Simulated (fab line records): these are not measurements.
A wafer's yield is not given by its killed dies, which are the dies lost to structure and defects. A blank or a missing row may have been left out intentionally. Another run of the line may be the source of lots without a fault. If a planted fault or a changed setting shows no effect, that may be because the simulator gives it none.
fab line records / flow rit_cmos
[record] lots = 15 wafers = 45 last_day = 8
route steps=202 shown SILICIDE@165 M1@202
lots untouched by any fault: they come from a run of this same line in which no faults occurred
start_h: the number of hours between the record's first day and the start of the first shown wafer of the lot / wait_h: hours from the lot's prior step to this one / " same as the row above / L1.1+2: several wafers, shown together as one row / - no value, or no start given / * or withheld: withheld / < > ~ a bound
route shown NAME@n: a module of which the file shows steps, and the number in the route of the first / usual: mean/standard deviation of fault-free wafers / same: alike in all rows / chamber/n: place in a boat / sites: the reading at each site / _std_site: standard deviation across them / _edge_site: outer sites' mean less inner sites' / radius_mm: how far each site lies from the wafer's centre / mask NAME#n: copy n / behind: the most recent tool/chamber to have shaped the wafer / hold: what put the lot on hold/how long, in hours/how the hold closed / device: names the non-switching transistor (n, p or np) / end of line: the same wafers' tests at the end of the route / for a step that has no rows: nothing shown but its recipe / killed: the dies lost at the first sort to structure and to defects; this is not the yield of the wafer / map: dies across one wafer; x = killed, . = not, _ = none there
set.NAME: the setting as run; set.NAME@STEP: as run at that earlier step / model.NAME: the simulator's own value behind a step, which no gauge read
the route's steps for a sample of lots (tables are steps, rows are wafers)
services: a tool's chamber out of use, with start hour (start_h, from the record's first day; less than 0 if before it), hours out, and reason
[[steps]]
[step RIT_SILICIDE_RTA_04]
[recipe] temp_c = 650 time_s = 10 idle_temp_c = 25 ramp_up_s = 5 ramp_down_s = 5 cool_to_c = 25 ambient = N2
[usual] chamber_o2_ppm = 2.003/0.022 wafer_temp_C_max = 652.9/0.96
lot.wafer=L778.2 tool=rtp_anneal-01 chamber=0 start_h=58.48 wait_h=0.1 chamber_o2_ppm=2.003 wafer_temp_C_max=651.6
lot.wafer=L778.4 tool=rtp_anneal-01 chamber=0 start_h=58.48 wait_h=0.1 chamber_o2_ppm=2.005 wafer_temp_C_max=651.9
lot.wafer=L778.6 tool=rtp_anneal-01 chamber=0 start_h=58.48 wait_h=0.1 chamber_o2_ppm=2.012 wafer_temp_C_max=652.0
lot.wafer=L779.1 tool=rtp_anneal-02 chamber=0 start_h=59.54 wait_h=0.1 chamber_o2_ppm=2.028 wafer_temp_C_max=653.9
lot.wafer=L779.4 tool=rtp_anneal-02 chamber=0 start_h=59.54 wait_h=0.1 chamber_o2_ppm=2.020 wafer_temp_C_max=654.1
lot.wafer=L779.6 tool=rtp_anneal-02 chamber=0 start_h=59.54 wait_h=0.1 chamber_o2_ppm=1.992 wafer_temp_C_max=654.7
lot.wafer=L780.1 tool=rtp_anneal-01 chamber=0 start_h=72.13 wait_h=0.1 chamber_o2_ppm=2.025 wafer_temp_C_max=652.0
lot.wafer=L780.5 tool=rtp_anneal-01 chamber=0 start_h=72.13 wait_h=0.1 chamber_o2_ppm=1.997 wafer_temp_C_max=652.1
lot.wafer=L780.6 tool=rtp_anneal-01 chamber=0 start_h=72.13 wait_h=0.1 chamber_o2_ppm=1.988 wafer_temp_C_max=652.4
lot.wafer=L782.1 tool=rtp_anneal-01 chamber=0 start_h=82.34 wait_h=0.1 chamber_o2_ppm=2.059 wafer_temp_C_max=651.9
lot.wafer=L782.3 tool=rtp_anneal-01 chamber=0 start_h=82.34 wait_h=0.1 chamber_o2_ppm=2.058 wafer_temp_C_max=652.8
lot.wafer=L782.5 tool=rtp_anneal-01 chamber=0 start_h=82.34 wait_h=0.1 chamber_o2_ppm=2.050 wafer_temp_C_max=652.3
lot.wafer=L783.1 tool=rtp_anneal-02 chamber=0 start_h=88.36 wait_h=0.1 chamber_o2_ppm=1.984 wafer_temp_C_max=654.0
lot.wafer=L783.2 tool=rtp_anneal-02 chamber=0 start_h=88.36 wait_h=0.1 chamber_o2_ppm=1.985 wafer_temp_C_max=653.9
lot.wafer=L783.4 tool=rtp_anneal-02 chamber=0 start_h=88.36 wait_h=0.1 chamber_o2_ppm=1.994 wafer_temp_C_max=653.0
lot.wafer=L784.2 tool=rtp_anneal-01 chamber=0 start_h=95.34 wait_h=0.1 chamber_o2_ppm=2.001 wafer_temp_C_max=651.6
lot.wafer=L784.3 tool=rtp_anneal-01 chamber=0 start_h=95.34 wait_h=0.1 chamber_o2_ppm=2.012 wafer_temp_C_max=651.6
lot.wafer=L784.5 tool=rtp_anneal-01 chamber=0 start_h=95.34 wait_h=0.1 chamber_o2_ppm=2.030 wafer_temp_C_max=652.2
lot.wafer=L785.1 tool=rtp_anneal-01 chamber=0 start_h=97.67 wait_h=0.1 chamber_o2_ppm=1.965 wafer_temp_C_max=653.4
lot.wafer=L785.3 tool=rtp_anneal-01 chamber=0 start_h=97.67 wait_h=0.1 chamber_o2_ppm=1.986 wafer_temp_C_max=652.6
lot.wafer=L785.4 tool=rtp_anneal-01 chamber=0 start_h=97.67 wait_h=0.1 chamber_o2_ppm=1.954 wafer_temp_C_max=654.1
lot.wafer=L788.4 tool=rtp_anneal-01 chamber=0 start_h=106.61 wait_h=0.1 chamber_o2_ppm=1502.0 wafer_temp_C_max=652.7
lot.wafer=L788.5 tool=rtp_anneal-01 chamber=0 start_h=106.61 wait_h=0.1 chamber_o2_ppm=1502.0 wafer_temp_C_max=651.0
lot.wafer=L788.6 tool=rtp_anneal-01 chamber=0 start_h=106.61 wait_h=0.1 chamber_o2_ppm=1502.0 wafer_temp_C_max=652.8
lot.wafer=L790.2 tool=rtp_anneal-01 chamber=0 start_h=115.24 wait_h=0.1 chamber_o2_ppm=1502.0 wafer_temp_C_max=652.8
lot.wafer=L790.3 tool=rtp_anneal-01 chamber=0 start_h=115.24 wait_h=0.1 chamber_o2_ppm=1502.0 wafer_temp_C_max=652.3
lot.wafer=L790.5 tool=rtp_anneal-01 chamber=0 start_h=115.24 wait_h=0.1 chamber_o2_ppm=1502.0 wafer_temp_C_max=652.2
lot.wafer=L791.2 tool=rtp_anneal-02 chamber=0 start_h=121.36 wait_h=0.1 chamber_o2_ppm=1.988 wafer_temp_C_max=654.6
lot.wafer=L791.4 tool=rtp_anneal-02 chamber=0 start_h=121.36 wait_h=0.1 chamber_o2_ppm=1.980 wafer_temp_C_max=653.0
lot.wafer=L791.5 tool=rtp_anneal-02 chamber=0 start_h=121.36 wait_h=0.1 chamber_o2_ppm=1.983 wafer_temp_C_max=653.8
lot.wafer=L792.3 tool=rtp_anneal-01 chamber=0 start_h=123.19 wait_h=0.1 chamber_o2_ppm=1502.0 wafer_temp_C_max=651.8
lot.wafer=L792.4 tool=rtp_anneal-01 chamber=0 start_h=123.19 wait_h=0.1 chamber_o2_ppm=1502.0 wafer_temp_C_max=652.6
lot.wafer=L792.5 tool=rtp_anneal-01 chamber=0 start_h=123.19 wait_h=0.1 chamber_o2_ppm=1502.0 wafer_temp_C_max=652.5
lot.wafer=L793.1 tool=rtp_anneal-02 chamber=0 start_h=129.88 wait_h=0.1 chamber_o2_ppm=1.973 wafer_temp_C_max=652.9
lot.wafer=L793.5 tool=rtp_anneal-02 chamber=0 start_h=129.88 wait_h=0.1 chamber_o2_ppm=1.983 wafer_temp_C_max=654.5
lot.wafer=L793.6 tool=rtp_anneal-02 chamber=0 start_h=129.88 wait_h=0.1 chamber_o2_ppm=1.992 wafer_temp_C_max=653.7
lot.wafer=L795.1 tool=rtp_anneal-02 chamber=0 start_h=139.50 wait_h=0.1 chamber_o2_ppm=2.033 wafer_temp_C_max=654.2
lot.wafer=L795.3 tool=rtp_anneal-02 chamber=0 start_h=139.50 wait_h=0.1 chamber_o2_ppm=1.999 wafer_temp_C_max=653.1
lot.wafer=L795.4 tool=rtp_anneal-02 chamber=0 start_h=139.50 wait_h=0.1 chamber_o2_ppm=2.004 wafer_temp_C_max=654.4
lot.wafer=L800.3 tool=rtp_anneal-02 chamber=0 start_h=169.86 wait_h=0.1 chamber_o2_ppm=1.999 wafer_temp_C_max=651.9
lot.wafer=L800.4 tool=rtp_anneal-02 chamber=0 start_h=169.86 wait_h=0.1 chamber_o2_ppm=1.999 wafer_temp_C_max=653.4
lot.wafer=L800.5 tool=rtp_anneal-02 chamber=0 start_h=169.86 wait_h=0.1 chamber_o2_ppm=2.033 wafer_temp_C_max=653.6
lot.wafer=L801.2 tool=rtp_anneal-02 chamber=0 start_h=174.84 wait_h=0.1 chamber_o2_ppm=2.005 wafer_temp_C_max=653.6
lot.wafer=L801.5 tool=rtp_anneal-02 chamber=0 start_h=174.84 wait_h=0.1 chamber_o2_ppm=2.033 wafer_temp_C_max=653.2
lot.wafer=L801.6 tool=rtp_anneal-02 chamber=0 start_h=174.84 wait_h=0.1 chamber_o2_ppm=1.998 wafer_temp_C_max=653.4
[step RIT_M1_PROBE_99]
[usual] killed_at_front_end = 6.8/3 killed_dies = 6.9/3 killed_open = 3.3/1.9 killed_short = 3.6/1.9
[same] gross_dies = 264 killed_at_M0_to_M3 = 0 killed_at_M4_up = 0 killed_at_back_side = 0 killed_at_contacts = 0 killed_at_other = 0
lot.wafer=L790.2 tool=prober-02 chamber=- start_h=122.39 wait_h=0.1 killed_at_front_end=7 killed_dies=7 killed_open=4 killed_short=3
lot.wafer=L790.3 tool=prober-02 chamber=- start_h=122.44 wait_h=0.2 killed_at_front_end=5 killed_dies=5 killed_open=1 killed_short=4
lot.wafer=L790.5 tool=prober-02 chamber=- start_h=122.54 wait_h=0.2 killed_at_front_end=6 killed_dies=6 killed_open=4 killed_short=2
lot.wafer=L795.1 tool=prober-01 chamber=- start_h=146.11 wait_h=0.1 killed_at_front_end=9 killed_dies=9 killed_open=5 killed_short=4
lot.wafer=L795.3 tool=prober-01 chamber=- start_h=146.21 wait_h=0.2 killed_at_front_end=6 killed_dies=6 killed_open=3 killed_short=3
lot.wafer=L795.4 tool=prober-01 chamber=- start_h=146.26 wait_h=0.2 killed_at_front_end=7 killed_dies=7 killed_open=3 killed_short=4
// killed by level:class
L790.2 GATE:geometric_particle:open=2 REOX:geometric_particle:short=2 FOX2:geometric_particle:open=1 FOX2:geometric_particle:short=1 SPACER:geometric_particle:open=1
L790.3 SILICIDE:geometric_particle:short=2 FOX1:geometric_particle:short=1 GATE:geometric_particle:short=1 SILICIDE:geometric_particle:open=1
L790.5 GATE:geometric_particle:open=2 REOX:geometric_particle:short=2 SPACER:geometric_particle:open=1 SILICIDE:geometric_particle:open=1
L795.1 GATE:geometric_particle:short=2 GATE:geometric_particle:open=2 FOX1:geometric_particle:short=1 FOX1:geometric_particle:open=1 REOX:geometric_particle:open=1 SPACER:geometric_particle:short=1 SPACER:geometric_particle:open=1
L795.3 REOX:geometric_particle:open=2 GATE:geometric_particle:short=1 REOX:geometric_particle:short=1 SPACER:geometric_particle:open=1 SPACER:geometric_particle:short=1
L795.4 GATE:geometric_particle:short=3 REOX:geometric_particle:open=2 FOX1:geometric_particle:short=1 SPACER:geometric_particle:open=1
[[services]]
tool=rtp_anneal-01 chamber=- start_h=65.47 hours=3.1 kind=pm
tool=rtp_anneal-02 chamber=- start_h=154.06 hours=4.2 kind=pm
[[key]]
[first_sign] step = RIT_SILICIDE_RTA_04 reading = chamber_o2_ppm direction = up sigmas = 99+ usual = 2.003 struck = 1502.0
effect none on later readings
met_at RIT_SILICIDE_RTA_04
struck_lots L788,L790,L792
tester_left_out L788,L790,L792
onset_between 97.67 106.61
[fault] kind = process_parameter_drift tool = rtp_anneal-01 chamber = - onset_h = 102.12 steps = RIT_SILICIDE_RTA_04 channel = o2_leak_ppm offset = 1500 shape = step end_h = 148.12
// tester_left_out: of these lots the tester's yield and bins aren't shown, on N5 and GAA mostly nor the transistor test; their killed dies are dies lost to structure and defects alone, not to doping, threshold or leakage, so they don't give the yield
